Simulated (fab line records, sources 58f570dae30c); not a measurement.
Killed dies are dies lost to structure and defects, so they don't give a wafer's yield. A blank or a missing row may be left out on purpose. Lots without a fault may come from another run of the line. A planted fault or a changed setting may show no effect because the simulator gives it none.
Tool commonality check | flow berkeley_cmos170 | 14 lots, 42 wafers sampled

WHY IT WAS OPENED
At UCB170_ACTIVE_THK_MEAS_03 the reading ACTIVE_OXIDE_THK is flagged on 2 of 14 lots. Wafers without a fault read 26.6 nm, standard deviation 0.44.
Rule: a lot is flagged when every wafer of it that has a number lies more than 4 standard deviations from that mean, or none has a number. The other lots count as sound.

lot  | measured    | on            | ACTIVE_OXIDE_THK (nm), wafer by wafer | flag
L563 | day 4 17:32 | film_metro-01 | 26.9 26.7 27.3                        |
L564 | day 5 04:16 | film_metro-01 | 27.2 27.0 27.0                        |
L566 | day 5 04:18 | film_metro-01 | 26.4 26.2 26.0                        |
L568 | day 5 19:38 | film_metro-03 | 26.5 26.8 26.7                        |
L569 | day 5 19:38 | film_metro-02 | 26.1 26.3 26.5                        |
L567 | day 5 19:38 | film_metro-01 | 26.4 26.8 26.8                        |
L570 | day 6 15:53 | film_metro-03 | 26.6 26.8 26.6                        |
L573 | day 6 23:53 | film_metro-03 | 26.9 27.3 26.7                        |
L576 | day 6 23:54 | film_metro-01 | 26.5 26.5 26.5                        |
L574 | day 6 23:56 | film_metro-03 | 26.3 26.4 25.9                        |
L575 | day 6 23:56 | film_metro-01 | 26.6 26.6 27.0                        |
L571 | day 6 23:57 | film_metro-02 | 26.5 26.3 26.0                        |
L583 | day 8 15:10 | film_metro-02 | 14.1 14.2 13.8                        | FLAGGED
L584 | day 8 15:11 | film_metro-03 | 12.7 12.7 12.1                        | FLAGGED
The numbers of the flagged lots are 13.3 nm on average: -13.3 nm against the usual, or -30 standard deviations.

WHICH TOOL RAN EACH LOT
The record holds 2 process steps before the reading, out of a route of 331 steps. In each cell: the tool, then ch and the chambers that the sampled wafers went through, then the start.
lot  | flag    | UCB170_NWELL_STRIP_15               | UCB170_ACTIVE_OXIDATION_02
L563 |         | plasma_asher-01 ch 0, day 2 17:16   | furnace-01 ch 0, day 4 16:10
L564 |         | plasma_asher-02 ch 0,1, day 2 22:33 | furnace-04 ch 0, day 5 02:53
L566 |         | plasma_asher-04 ch 0,1, day 3 10:49 | furnace-04 ch 0, day 5 02:53
L568 |         | plasma_asher-01 ch 0,1, day 3 16:02 | furnace-01 ch 0, day 5 18:17
L569 |         | plasma_asher-04 ch 0,1, day 3 15:58 | furnace-01 ch 0, day 5 18:17
L567 |         | plasma_asher-01 ch 0,1, day 3 15:14 | furnace-01 ch 0, day 5 18:17
L570 |         | plasma_asher-01 ch 0,1, day 4 12:01 | furnace-04 ch 0, day 6 14:32
L573 |         | plasma_asher-04 ch 0,1, day 4 23:03 | furnace-02 ch 0, day 6 22:31
L576 |         | plasma_asher-02 ch 0,1, day 5 13:53 | furnace-02 ch 0, day 6 22:31
L574 |         | plasma_asher-01 ch 0,1, day 5 13:55 | furnace-02 ch 0, day 6 22:31
L575 |         | plasma_asher-02 ch 0, day 5 13:58   | furnace-02 ch 0, day 6 22:31
L571 |         | plasma_asher-02 ch 0,1, day 4 17:07 | furnace-02 ch 0, day 6 22:31
L583 | FLAGGED | plasma_asher-01 ch 0,1, day 6 15:10 | furnace-02 ch 0, day 8 13:49
L584 | FLAGGED | plasma_asher-04 ch 0,1, day 6 15:14 | furnace-02 ch 0, day 8 13:49
What these steps do:
- UCB170_NWELL_STRIP_15: strips in O2.
- UCB170_ACTIVE_OXIDATION_02: target thk 26.4 nm, ox time 1260 s.
- UCB170_ACTIVE_THK_MEAS_03

FLAGGED OVER TOTAL, TOOL BY TOOL (the gauges that took the reading come last)
step                       | tool            | lots run | flagged | share of the flagged lots | sound lots run after its first flagged lot
UCB170_NWELL_STRIP_15      | plasma_asher-01 | 6        | 1       | some                      | 0
UCB170_NWELL_STRIP_15      | plasma_asher-02 | 4        | 0       | none                      | -
UCB170_NWELL_STRIP_15      | plasma_asher-04 | 4        | 1       | some                      | 0
UCB170_ACTIVE_OXIDATION_02 | furnace-01      | 4        | 0       | none                      | -
UCB170_ACTIVE_OXIDATION_02 | furnace-02      | 7        | 2       | all                       | 0
UCB170_ACTIVE_OXIDATION_02 | furnace-04      | 3        | 0       | none                      | -
UCB170_ACTIVE_THK_MEAS_03  | film_metro-01   | 6        | 0       | none                      | -
UCB170_ACTIVE_THK_MEAS_03  | film_metro-02   | 3        | 1       | some                      | 0
UCB170_ACTIVE_THK_MEAS_03  | film_metro-03   | 5        | 1       | some                      | 0

WHAT THE TABLE ALLOWS
1 row of the table ran every flagged lot: furnace-02 at UCB170_ACTIVE_OXIDATION_02.
- furnace-02 at UCB170_ACTIVE_OXIDATION_02: 2 of its 7 lots flagged. Its last sound lot is L571 (day 6 22:31), its first flagged lot L583 (day 8 13:49): a fault that began between those two fits.
One tool is left: furnace-02 at UCB170_ACTIVE_OXIDATION_02.

WHAT THE SIMULATOR HAD PUT IN
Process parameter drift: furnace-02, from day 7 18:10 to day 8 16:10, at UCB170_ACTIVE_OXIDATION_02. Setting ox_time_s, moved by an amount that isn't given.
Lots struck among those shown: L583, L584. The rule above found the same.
